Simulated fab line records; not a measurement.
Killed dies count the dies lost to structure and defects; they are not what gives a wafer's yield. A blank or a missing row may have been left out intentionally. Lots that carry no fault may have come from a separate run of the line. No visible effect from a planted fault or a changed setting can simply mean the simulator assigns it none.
Code-filled problem report in 8D (eight disciplines) form + flow ritCmos + the parts of the form that need people (team, actions taken, sign-off) are left out

== 1. PROBLEM STATEMENT ==
Mean of wafer_temp_C_max at RIT_SILICIDE_RTA_06: 644.0 across 6 wafers in 2 lots; on wafers with no fault it is 753.3 (standard deviation 0.81). That is -99 or more standard deviations from the usual mean.
The step: time 10 s, ramp up 5 s, ramp down 10 s.
The first sign was on wafer L633.1 at day 5 19:22, on rtpAnneal-01. The record holds 18 wafers of 6 lots with a number at this step. By rule, "out" or "out of limits" means more than 4 standard deviations away from the usual mean. Any other wafer with a number is counted as sound.

== 2. WHAT THIS IS AND IS NOT ==
| question                    | is                     | is not                                                                   |
|-----------------------------|------------------------|--------------------------------------------------------------------------|
| which readings at this step | wafer_temp_C_max       | chamberO2Ppm                                                             |
| which lots                  | L633, L635             | L620, L629, L641, L643                                                   |
| which wafers of those lots  | all that have a number | -                                                                        |
| read on which tools         | rtpAnneal-01           | rtpAnneal-02                                                             |
| when                        | from day 5 19:22       | up to then (6 sound wafers); but 6 sound wafers of L641, L643 came after |

== 3. THE SUSPECTS, EACH WITH WHAT RULES IT OUT ==
Counting: a tool at a process step up to the reading stays a suspect if it ran every lot that is out and no sound lot after the first of them.
- rtpAnneal-01 at RIT_SDANNEAL_RTA_03 (time 5 s): kept. All lots that are out passed through it, beginning with L633 at day 5 18:23, and no sound lot followed; its final sound lot before that point was L629 at day 4 21:59.
- pvdSputter-04 at RIT_SILICIDE_SPUTTER_01 (material Ti, target thk 30 nm, time 240 s): ruled out as a lasting fault. Sound lots L641, L643 ran on it after its first lot that is out, L633 (day 5 18:56).
- rtpAnneal-02 at RIT_SILICIDE_RTA_04 (time 10 s, ramp up 5 s, ramp down 5 s): ruled out as a lasting fault. Sound lots L641 ran on it after its first lot that is out, L633 (day 5 19:16).
- rtpAnneal-01 at RIT_SILICIDE_RTA_06 (time 10 s, ramp up 5 s, ramp down 10 s): kept. All lots that are out passed through it, beginning with L633 at day 5 19:22, and no sound lot followed; its final sound lot before that point was L629 at day 4 23:01. Its own readings are out on those wafers: wafer_temp_C_max.
The count leaves rtpAnneal-01 at RIT_SILICIDE_RTA_06 and rtpAnneal-01 at RIT_SDANNEAL_RTA_03.

== 4. THE CAUSE (what the simulator had put in) ==
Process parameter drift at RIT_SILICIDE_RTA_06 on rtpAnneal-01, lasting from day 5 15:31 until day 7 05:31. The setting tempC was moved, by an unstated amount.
Of the 2 suspects that counting leaves, this tool is one.

== 5. THE EFFECT CHAIN, in route order ==
Each row: a reading where the mean over the struck wafers with a number is more than 3 standard deviations away from the usual. Readings are gone through only where the record gives a usual standard deviation; hours: the median, over the lots, of the time from a lot's start at the first step in this table giving one to that lot's start at this step; sigmas: the change measured in usual standard deviations.
| hours | step                | reading          | usual | on struck wafers | change | sigmas      |
|-------|---------------------|------------------|-------|------------------|--------|-------------|
| 0     | RIT_SILICIDE_RTA_06 | wafer_temp_C_max | 753.3 | 644.0            | -109.3 | -99 or more |
Process steps it contains:
- RIT_SILICIDE_RTA_06: time 10 s, ramp up 5 s, ramp down 10 s.

== 6. HOW IT WOULD HAVE BEEN CAUGHT EARLIER ==
In this record the first reading out of limits was taken at day 5 19:22, 4 hours after the fault began at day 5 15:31.
